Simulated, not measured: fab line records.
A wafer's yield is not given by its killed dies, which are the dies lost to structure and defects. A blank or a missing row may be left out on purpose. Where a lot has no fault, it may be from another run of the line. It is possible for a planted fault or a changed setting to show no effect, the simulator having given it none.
fab line records	flow berkeley_cmos170
[record] lots = 14	wafers = 42	last_day = 12
route steps=331 shown ACTIVE@73 PFIELD@82 GATE@128
lots that met no fault: from a run of the same line without faults
start_h: hours from the record's opening day to when the first of the lot's shown wafers began	wait_h: hours from the lot's prior step to this one	" repeats the value in the row above	L1.1+2: a row that stands for several wafers	- no value, or no start was given	* or withheld: withheld	< > ~ a bound
route shown NAME@n: NAME is a module with steps in the file, n the number in the route of the first one	usual: mean/standard deviation taken from wafers without a fault	same: alike in all rows	chamber/n: place in a boat	sites: per-site readings	_std_site: how widely they spread, as a standard deviation	_edge_site: mean of outer sites minus mean of inner sites	radius_mm: how far each site lies from the wafer's centre	mask NAME#n: copy n	behind: the last tool/chamber to shape the wafer	hold: reason for holding the lot/hours on hold/outcome of the hold	device: which transistor (n, p or np) failed to switch	end of line: tests of these same wafers at the route's end	step lacking rows: just its recipe	killed: at the first sort, the dies lost to defects and structure; wafer yield is something else	map: per-die view of a wafer (x killed, . not killed, _ where there is no die)
set.NAME: setting as actually run; set.NAME@STEP: the setting as run at that earlier step	model.NAME: the simulator's own value behind a step, which no gauge read
the route's steps for a sample of lots (tables are steps, rows are wafers)
services: the hour from which a tool's chamber was out of use, counted from the record's first day as start_h (under 0 if before that day), plus the number of hours and why
[[steps]]
[step UCB170_ACTIVE_CD_MEAS_13]
[recipe] target_cd_nm = 1200
[usual] cd_nm = 1200.0/1.5
lot.wafer	tool	chamber	start_h	wait_h	cd_nm
L456.1	cd_sem-02	-	73.27	-	1199.4
L456.3	"	-	"	"	1200.4
L456.5	"	-	"	"	1201.3
L457.1	cd_sem-02	-	84.46	-	1201.9
L457.2	"	-	"	"	1201.0
L457.6	"	-	"	"	1201.6
L458.1	cd_sem-01	-	84.82	-	1200.3
L458.2	"	-	"	"	1200.9
L458.4	"	-	"	"	1199.7
L460.1	cd_sem-01	-	100.89	-	1199.3
L460.2	"	-	"	"	1199.3
L460.6	"	-	"	"	1199.8
L461.1	cd_sem-01	-	107.26	-	1200.6
L461.5	"	-	"	"	1199.7
L461.6	"	-	"	"	1199.9
L463.1	cd_sem-02	-	114.01	-	1200.4
L463.4	"	-	"	"	1199.8
L463.6	"	-	"	"	1198.5
L464.1	cd_sem-01	-	126.73	-	1198.4
L464.4	"	-	"	"	1198.4
L464.5	"	-	"	"	1198.4
L468.2	cd_sem-02	-	134.13	-	1200.6
L468.3	"	-	"	"	1201.7
L468.5	"	-	"	"	1202.8
L466.1	cd_sem-02	-	134.38	-	1197.7
L466.4	"	-	"	"	1199.2
L466.6	"	-	"	"	1198.1
L467.1	cd_sem-01	-	134.38	-	1197.9
L467.3	"	-	"	"	1195.4
L467.6	"	-	"	"	1195.9
L476.2	cd_sem-01	-	176.94	-	1202.9
L476.4	"	-	"	"	1202.4
L476.6	"	-	"	"	1201.8
L477.2	cd_sem-02	-	187.11	-	1199.7
L477.4	"	-	"	"	1201.3
L477.5	"	-	"	"	1198.8
L479.3	cd_sem-01	-	193.29	-	1201.8
L479.4	"	-	"	"	1202.2
L479.5	"	-	"	"	1202.2
L478.3	cd_sem-02	-	193.53	-	1201.2
L478.5	"	-	"	"	1199.5
L478.6	"	-	"	"	1201.0
[step UCB170_PFIELD_EXPOSE_03]
[recipe] mask_id = PFIELD	na = 0.5	sigma_outer = 0.6	source_shape = conventional	target_cd_nm = 1500	dose_mj = 30
[usual] exposure_dose_mJ_cm2 = 30.00/0.031	focus_offset_nm = 0.0/0.53	reticle_temp_C = 23.01/0.092
lot.wafer	tool	chamber	start_h	wait_h	mask	exposure_dose_mJ_cm2	focus_offset_nm	reticle_temp_C
L456.1	krf_scanner-02	0	74.83	0.4	PFIELD#0	30.03	1.2	23.17
L456.3	"	0	"	"	PFIELD#0	30.00	0.2	23.07
L456.5	"	0	"	"	PFIELD#0	30.04	0.9	23.14
L457.1	krf_scanner-01	0	85.94	0.2	PFIELD#0	29.99	-0.5	23.16
L457.2	"	0	"	"	PFIELD#0	29.96	0.5	22.99
L457.6	"	0	"	"	PFIELD#0	30.01	0.1	23.12
L458.1	krf_scanner-01	0	86.26	0.1	PFIELD#0	30.00	0.1	22.90
L458.2	"	0	"	"	PFIELD#0	30.00	0.6	23.09
L458.4	"	0	"	"	PFIELD#0	30.04	0.4	23.04
L460.1	krf_scanner-01	0	106.60	0.3	PFIELD#0	29.95	0.0	23.01
L460.2	"	0	"	"	PFIELD#0	29.96	-0.5	23.00
L460.6	"	0	"	"	PFIELD#0	29.97	-0.5	22.98
L461.1	krf_scanner-02	0	109.20	0.2	PFIELD#0	29.92	-0.1	23.06
L461.5	"	0	"	"	PFIELD#0	29.93	0.5	23.05
L461.6	"	0	"	"	PFIELD#0	29.98	-0.3	23.06
L463.1	krf_scanner-01	0	115.45	0.2	PFIELD#0	29.99	-0.4	22.81
L463.4	"	0	"	"	PFIELD#0	29.95	0.4	23.00
L463.6	"	0	"	"	PFIELD#0	30.00	-0.1	22.93
L464.1	krf_scanner-02	0	128.18	0.2	PFIELD#0	29.99	-0.6	23.03
L464.4	"	0	"	"	PFIELD#0	30.01	-0.4	23.01
L464.5	"	0	"	"	PFIELD#0	30.01	-0.7	23.02
L468.2	krf_scanner-02	0	135.33	0.1	PFIELD#0	29.98	0.8	22.87
L468.3	"	0	"	"	PFIELD#0	29.98	0.6	23.01
L468.5	"	0	"	"	PFIELD#0	29.97	0.3	22.90
L466.1	krf_scanner-01	-	136.31	0.2	PFIELD#0	-	-	-
L466.4	"	-	"	"	PFIELD#0	-	-	-
L466.6	"	-	"	"	PFIELD#0	-	-	-
L467.1	krf_scanner-01	-	136.60	0.1	PFIELD#0	-	-	-
L467.3	"	-	"	"	PFIELD#0	-	-	-
L467.6	"	-	"	"	PFIELD#0	-	-	-
L476.2	krf_scanner-02	0	178.30	0.4	PFIELD#0	29.97	0.3	23.01
L476.4	"	0	"	"	PFIELD#0	30.00	-0.5	23.08
L476.6	"	0	"	"	PFIELD#0	29.96	-0.4	23.00
L477.2	krf_scanner-01	0	188.80	0.2	PFIELD#0	29.99	-0.5	22.97
L477.4	"	0	"	"	PFIELD#0	30.00	-0.9	23.05
L477.5	"	0	"	"	PFIELD#0	30.01	-0.4	23.04
L479.3	krf_scanner-02	0	194.51	0.2	PFIELD#0	29.99	-0.1	22.82
L479.4	"	0	"	"	PFIELD#0	30.01	-0.6	23.08
L479.5	"	0	"	"	PFIELD#0	29.96	-0.4	22.96
L478.3	krf_scanner-01	0	194.75	0.2	PFIELD#0	29.97	0.2	23.05
L478.5	"	0	"	"	PFIELD#0	30.02	0.2	23.10
L478.6	"	0	"	"	PFIELD#0	30.00	0.0	23.03
[step UCB170_GATE_THK_MEAS_02]
[recipe] reads = SiO2_of_GATE_OXIDATION_01
[usual] GATE_OXIDE_THK = 6.62/0.13
lot.wafer	tool	chamber	start_h	wait_h	GATE_OXIDE_THK[nm]
L456.1	film_metro-02	-	104.92	0.1	6.44
L456.3	"	-	"	"	6.53
L456.5	"	-	"	"	6.43
L457.1	film_metro-03	-	117.03	0.0	6.69
L457.2	"	-	"	"	6.50
L457.6	"	-	"	"	6.62
L458.1	film_metro-02	-	117.03	0.0	6.46
L458.2	"	-	"	"	6.41
L458.4	"	-	"	"	6.37
L460.1	film_metro-03	-	141.78	0.0	6.69
L460.2	"	-	"	"	6.58
L460.6	"	-	"	"	6.57
L461.1	film_metro-02	-	141.78	0.0	6.85
L461.5	"	-	"	"	6.67
L461.6	"	-	"	"	6.63
L463.1	film_metro-02	-	156.13	0.0	6.51
L463.4	"	-	"	"	6.56
L463.6	"	-	"	"	6.65
L464.1	film_metro-01	-	166.22	0.0	6.63
L464.4	"	-	"	"	6.62
L464.5	"	-	"	"	6.61
L466.1	film_metro-01	-	177.70	0.0	6.72
L466.4	"	-	"	"	6.76
L466.6	"	-	"	"	6.85
L468.2	film_metro-03	-	177.71	0.1	6.75
L468.3	"	-	"	"	6.76
L468.5	"	-	"	"	6.77
L467.1	film_metro-02	-	181.85	0.0	6.58
L467.3	"	-	"	"	6.46
L467.6	"	-	"	"	6.37
L476.2	film_metro-01	-	217.12	0.1	6.69
L476.4	"	-	"	"	6.62
L476.6	"	-	"	"	6.84
L477.2	film_metro-03	-	228.54	0.0	6.65
L477.4	"	-	"	"	6.65
L477.5	"	-	"	"	6.64
L479.3	film_metro-02	-	228.55	0.0	6.84
L479.4	"	-	"	"	6.70
L479.5	"	-	"	"	6.78
L478.3	film_metro-03	-	228.61	0.1	6.83
L478.5	"	-	"	"	6.85
L478.6	"	-	"	"	6.71
[step UCB170_GATE_CD_MEAS_12]
[recipe] target_cd_nm = 350
[usual] cd_nm = 349.9/1.4
lot.wafer	tool	chamber	start_h	wait_h	cd_nm
L456.1	cd_sem-02	-	110.84	-	351.1
L456.3	"	-	"	"	351.4
L456.5	"	-	"	"	349.4
L458.1	cd_sem-02	-	124.50	-	352.0
L458.2	"	-	"	"	350.7
L458.4	"	-	"	"	350.5
L457.1	cd_sem-02	-	124.75	-	347.2
L457.2	"	-	"	"	346.9
L457.6	"	-	"	"	345.6
L460.1	cd_sem-02	-	151.12	-	349.8
L460.2	"	-	"	"	349.4
L460.6	"	-	"	"	347.5
L461.1	cd_sem-01	-	151.18	-	349.1
L461.5	"	-	"	"	349.9
L461.6	"	-	"	"	348.8
L463.1	cd_sem-02	-	165.52	-	348.9
L463.4	"	-	"	"	349.5
L463.6	"	-	"	"	347.3
L464.1	cd_sem-01	-	174.17	-	350.8
L464.4	"	-	"	"	350.1
L464.5	"	-	"	"	350.1
L466.1	cd_sem-02	-	184.67	-	350.2
L466.4	"	-	"	"	348.9
L466.6	"	-	"	"	352.1
L468.2	cd_sem-02	-	184.81	-	350.6
L468.3	"	-	"	"	350.2
L468.5	"	-	"	"	351.6
L467.1	cd_sem-01	-	189.22	-	348.7
L467.3	"	-	"	"	348.0
L467.6	"	-	"	"	347.9
L476.2	cd_sem-02	-	224.14	-	349.3
L476.4	"	-	"	"	349.4
L476.6	"	-	"	"	349.9
L477.2	cd_sem-02	-	239.18	-	349.1
L477.4	"	-	"	"	348.8
L477.5	"	-	"	"	349.4
L479.3	cd_sem-02	-	239.32	-	351.0
L479.4	"	-	"	"	352.1
L479.5	"	-	"	"	349.8
L478.3	cd_sem-02	-	239.56	-	351.3
L478.5	"	-	"	"	352.2
L478.6	"	-	"	"	352.6
[[services]]
tool	chamber	start_h	hours	kind
krf_scanner-01	-	117.34	1.3	pm
krf_scanner-02	-	128.44	5.9	repair
krf_scanner-02	-	154.96	1.0	pm
krf_scanner-01	-	174.40	3.4	repair
krf_scanner-02	-	182.44	1.3	pm
[[key]]
[first_sign] step = UCB170_PFIELD_EXPOSE_03	reading = tool_record	direction = missing
effect none on later readings
met_at UCB170_PFIELD_EXPOSE_03
struck_lots L466,L467
sort_left_out L466.1,L466.4,L466.6,L467.1,L467.3,L467.6
tester_left_out L466,L467
not_acting_at UCB170_ACTIVE_CD_MEAS_13,UCB170_GATE_THK_MEAS_02,UCB170_GATE_CD_MEAS_12
onset_between 115.45 136.31
[fault] kind = skipped_step_whole	tool = krf_scanner-01	chamber = -	onset_h = 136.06	steps = UCB170_PFIELD_EXPOSE_03	scope = struck_lots_only
// tester_left_out: of these lots the tester's yield and bins aren't shown, on N5 and GAA mostly nor the transistor test; their killed dies are dies lost to structure and defects alone, not to doping, threshold or leakage, so they don't give the yield
// sort_left_out: the simulated sort isn't trusted on such a fault, so these wafers' sort isn't shown, and their yield isn't known
